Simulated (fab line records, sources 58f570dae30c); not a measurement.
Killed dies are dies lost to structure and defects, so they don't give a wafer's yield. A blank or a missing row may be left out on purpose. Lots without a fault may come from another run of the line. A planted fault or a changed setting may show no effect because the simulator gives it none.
fab line records | flow berkeley_cmos170
record lots=13 wafers=39 last_day=11
route steps=331 shown SILICIDE@211
lots that met no fault: from a run of the same line without faults
start_h: hours from the record's first day to the start of the lot's first wafer shown | wait_h: hours since the lot's step before | " the same as in the row above | L1.1+2: a row that stands for several wafers | - no value, or no start given | * or withheld: withheld | < > ~ a bound
route shown NAME@n: a module of which the file shows steps, and the number in the route of the first | usual: mean/standard deviation of fault-free wafers | same: alike in all rows | chamber/n: place in a boat | sites: the reading at each site | _std_site: their standard deviation | _edge_site: outer sites' mean less inner sites' | radius_mm: how far each site lies from the wafer's centre | mask NAME#n: copy n | behind: the tool/chamber that last shaped the wafer | hold: why the lot was held/for how many hours/how that ended | device: the transistor (n, p or np) that didn't switch | end of line: the same wafers' tests at the end of the route | a step without rows: its recipe alone | killed: dies lost to structure and defects at the first sort, not the wafer's yield | map: a wafer's dies, x killed, . not, _ none there
set.NAME: the setting as run; set.NAME@STEP: as run at that earlier step | model.NAME: the simulator's own value behind a step, which no gauge read
steps of the route over a sample of lots; a table a step, a row a wafer
services: from which hour (start_h, from the record's first day; less than 0 if before it) a tool's chamber was out of use, for how many hours, and why
## steps
# step UCB170_SILICIDE_SPUTTER_01
# recipe material=Ti target_thk_nm=30 time_s=25 power_w=1500 chamber_pressure_pa=0.5
# usual throttle_valve_pct=29.9/0.91
# columns lot.wafer tool chamber start_h wait_h throttle_valve_pct
L544.1 pvd_sputter-03 - 151.73 0.0 29.4
L544.3 " - " " 28.0
L544.6 " - " " 29.5
L547.1 pvd_sputter-04 - 151.87 0.0 29.0
L547.2 " - " " 30.6
L547.3 " - " " 29.9
L545.2 pvd_sputter-01 - 152.18 0.0 30.7
L545.5 " - " " 29.8
L545.6 " - " " 30.8
L543.2 pvd_sputter-03 - 152.35 0.0 29.5
L543.5 " - " " 30.9
L543.6 " - " " 28.1
L546.2 pvd_sputter-04 - 152.36 0.0 31.3
L546.4 " - " " 29.9
L546.5 " - " " 30.8
L549.4 pvd_sputter-03 - 175.52 0.0 28.2
L549.5 " - " " 30.8
L549.6 " - " " 28.4
L551.2 pvd_sputter-04 - 176.11 0.0 31.2
L551.3 " - " " 29.1
L551.4 " - " " 30.0
L548.2 pvd_sputter-03 - 176.78 0.0 28.0
L548.5 " - " " 29.7
L548.6 " - " " 29.6
L552.1 pvd_sputter-04 - 196.39 0.0 31.2
L552.3 " - " " 29.3
L552.4 " - " " 29.7
L553.2 pvd_sputter-01 - 196.79 0.0 30.8
L553.3 " - " " 29.6
L553.4 " - " " 30.0
L555.4 pvd_sputter-04 - 214.39 0.0 29.0
L555.5 " - " " 30.8
L555.6 " - " " 29.8
L560.3 pvd_sputter-04 - 226.44 0.0 30.9
L560.4 " - " " 31.2
L560.6 " - " " 29.9
L559.1 pvd_sputter-03 - 226.95 0.0 28.2
L559.2 " - " " 29.5
L559.5 " - " " 29.4
# step UCB170_SILICIDE_RS_MEAS_02
# recipe thk_meas_gauge=four-point-probe reads=Ti_of_SILICIDE_SPUTTER_01
# usual SILICIDE_TI_RS=26.0/0.37
# columns lot.wafer tool chamber start_h wait_h SILICIDE_TI_RS[ohm/sq]
L544.1 film_metro-03 - 151.76 0.0 25.8
L544.3 " - " " 25.8
L544.6 " - " " 25.7
L547.1 film_metro-03 - 152.00 0.1 26.6
L547.2 " - " " 26.7
L547.3 " - " " 26.5
L545.2 film_metro-03 - 152.23 0.0 26.4
L545.5 " - " " 26.0
L545.6 " - " " 26.2
L543.2 film_metro-04 - 152.41 0.0 25.5
L543.5 " - " " 25.4
L543.6 " - " " 25.6
L546.2 film_metro-03 - 152.41 0.0 25.9
L546.4 " - " " 26.1
L546.5 " - " " 26.0
L549.4 film_metro-03 - 175.61 0.1 26.5
L549.5 " - " " 25.9
L549.6 " - " " 26.2
L551.2 film_metro-04 - 176.16 0.0 26.2
L551.3 " - " " 26.7
L551.4 " - " " 26.4
L548.2 film_metro-03 - 176.83 0.0 26.2
L548.5 " - " " 25.9
L548.6 " - " " 25.9
L552.1 film_metro-03 - 196.48 0.1 26.0
L552.3 " - " " 26.3
L552.4 " - " " 26.3
L553.2 film_metro-03 - 196.85 0.0 25.6
L553.3 " - " " 25.4
L553.4 " - " " 25.8
L555.4 film_metro-04 - 214.48 0.1 25.8
L555.5 " - " " 25.7
L555.6 " - " " 25.7
L560.3 film_metro-04 - 226.52 0.1 25.8
L560.4 " - " " 26.1
L560.6 " - " " 25.8
L559.1 film_metro-03 - 226.98 0.0 26.3
L559.2 " - " " 29.0
L559.5 " - " " 26.4
# step UCB170_SILICIDE_THK_MEAS_03
# recipe thk_meas_gauge=xrf reads=Ti_of_SILICIDE_SPUTTER_01
# usual SILICIDE_TI_THK=29.9/0.35
# columns lot.wafer tool chamber start_h wait_h SILICIDE_TI_THK[nm]
L544.1 film_metro-03 - 151.88 0.1 30.0
L544.3 " - " " 30.0
L544.6 " - " " 30.1
L547.1 film_metro-03 - 152.12 0.1 29.4
L547.2 " - " " 29.3
L547.3 " - " " 29.4
L545.2 film_metro-03 - 152.34 0.1 29.5
L545.5 " - " " 29.8
L545.6 " - " " 29.7
L543.2 film_metro-04 - 152.52 0.1 30.4
L543.5 " - " " 30.4
L543.6 " - " " 30.3
L546.2 film_metro-03 - 152.52 0.1 29.9
L546.4 " - " " 29.7
L546.5 " - " " 29.8
L549.4 film_metro-03 - 175.70 0.1 29.3
L549.5 " - " " 29.9
L549.6 " - " " 29.7
L551.2 film_metro-04 - 176.27 0.1 29.6
L551.3 " - " " 29.2
L551.4 " - " " 29.4
L548.2 film_metro-03 - 176.94 0.1 29.7
L548.5 " - " " 30.0
L548.6 " - " " 29.9
L552.1 film_metro-03 - 196.60 0.1 30.0
L552.3 " - " " 29.8
L552.4 " - " " 29.7
L553.2 film_metro-03 - 196.96 0.1 30.3
L553.3 " - " " 30.5
L553.4 " - " " 30.0
L555.4 film_metro-04 - 214.57 0.1 30.0
L555.5 " - " " 30.3
L555.6 " - " " 29.9
L560.3 film_metro-04 - 226.62 0.1 30.0
L560.4 " - " " 29.7
L560.6 " - " " 29.9
L559.1 film_metro-03 - 227.10 0.1 29.8
L559.2 " - " " 27.4
L559.5 " - " " 29.8
## services
# columns tool chamber start_h hours kind
pvd_sputter-03 - 132.89 2.6 repair
pvd_sputter-03 3 204.91 - consumable_replace:kit
pvd_sputter-03 3 204.91 18.0 scheduled_down
pvd_sputter-03 3 204.91 18.0 vent_cycle
## key
first_sign step=UCB170_SILICIDE_RS_MEAS_02 reading=SILICIDE_TI_RS direction=up sigmas=8 usual=26.0 struck=29.0
effect step=UCB170_SILICIDE_THK_MEAS_03 reading=SILICIDE_TI_THK direction=down sigmas=7 usual=29.9 struck=27.4
met_at UCB170_SILICIDE_SPUTTER_01
struck_lots L559
struck_wafers L559.2
tester_left_out L559
onset_between 176.78 226.95
fault kind=process_parameter_drift tool=pvd_sputter-03 chamber=- onset_h=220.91 steps=UCB170_SILICIDE_SPUTTER_01 channel=target_thk_nm offset=-2.2909 shape=step end_h=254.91 acts_in=these_recipes_only stated=30 scope=struck_wafers_only
# tester_left_out: of these lots the tester's yield and bins aren't shown, on N5 and GAA mostly nor the transistor test; their killed dies are dies lost to structure and defects alone, not to doping, threshold or leakage, so they don't give the yield
